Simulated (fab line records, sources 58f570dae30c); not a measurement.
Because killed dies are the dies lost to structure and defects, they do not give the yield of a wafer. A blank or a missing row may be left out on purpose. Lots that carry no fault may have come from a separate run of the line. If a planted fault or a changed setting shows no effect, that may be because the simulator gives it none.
Problem report in the 8D (eight disciplines) form, filled by code :: flow berkeley cmos170 :: the parts of the form that need people (team, actions taken, sign-off) are left out

1. WHAT WENT WRONG
oes product au at UCB170_V1_ETCH_14 reads a mean of 0.777 a.u. on 6 wafers of 2 lots; wafers without a fault read 0.872 a.u. with a standard deviation of 0.011. Relative to the usual mean, that is a shift of -8.6 standard deviations.
The step: etches SiO2 in CHF3/CF4/Ar, stops on Al, target depth 1250 nm, time 291 s.
Seen first at day 12 01:50 on rie diel-02, wafer L536.1. Wafers with a number at this step in the record: 42, from 14 lots. Rule for "out", or "out of limits": more than 4 standard deviations from the usual mean. The other wafers with a number count as sound.

2. WHAT THIS IS AND IS NOT
question: which readings at this step
is: oes product au
is not: drypump motor current A, rf fwd power W, throttle valve pct

question: which lots
is: L536, L538
is not: L521, L523, L524, L525, L526, L527, L529, L530, L540, L542, L543, L544

question: which wafers of those lots
is: all that have a number
is not: -

question: read on which tools
is: rie diel-02
is not: rie diel-03, rie diel-04

question: when
is: from day 12 01:50
is not: up to then (24 sound wafers); but 12 sound wafers of L540, L542, L543, L544 came after

3. THE SUSPECTS, EACH WITH WHAT RULES IT OUT
Counting: a tool at a process step up to the reading stays a suspect if it ran every lot that is out and no sound lot after the first of them.
- rie diel-02 at UCB170_V1_ETCH_14 (etches SiO2 in CHF3/CF4/Ar, stops on Al, target depth 1250 nm, time 291 s): kept. Every lot that is out went through it, starting with L536 (day 12 01:50), and after that it ran no sound lot; the last sound lot it ran before then is L529 (day 10 21:17). Its own oes product au readings are out on those wafers.
After counting, what remains is rie diel-02 at UCB170_V1_ETCH_14.

4. THE CAUSE (what the simulator had put in)
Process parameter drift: rie diel-02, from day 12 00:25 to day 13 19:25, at UCB170_V1_ETCH_14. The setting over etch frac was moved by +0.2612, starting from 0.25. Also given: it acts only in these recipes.
After counting, this tool was the only one left.

5. SEQUENCE OF EFFECTS, ordered by route
Each row: a reading where the mean over the struck wafers with a number is more than 3 standard deviations away from the usual. Readings are gone through only where the record gives a usual standard deviation; hours: the median, over the lots, of the time from a lot's start at the first step in this table giving one to that lot's start at this step; sigmas: the change measured in usual standard deviations.
hours: 0
step: UCB170_V1_ETCH_14
reading: oes product au
usual: 0.872 a.u.
on struck wafers: 0.777
change: -0.095
sigmas: -8.6

hours: 0
step: UCB170_V1_STRIP_15
reading: strip time to endpoint s
usual: 15.32 s
on struck wafers: 14.15
change: -1.17
sigmas: -11
Here are the process steps it includes:
- UCB170_V1_ETCH_14: etches SiO2 in CHF3/CF4/Ar, stops on Al, target depth 1250 nm, time 291 s.
- UCB170_V1_STRIP_15: strips in O2.
At these later measuring or inspecting steps, every struck wafer for which the step has a row has a number for every such reading, and none has moved that far: UCB170_M2_RS_MEAS_02, UCB170_M2_OVL_MEAS_16.

6. WHAT WOULD HAVE CAUGHT IT SOONER
In this record the first reading out of limits was taken at day 12 01:50, 1 hour after the fault began at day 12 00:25.
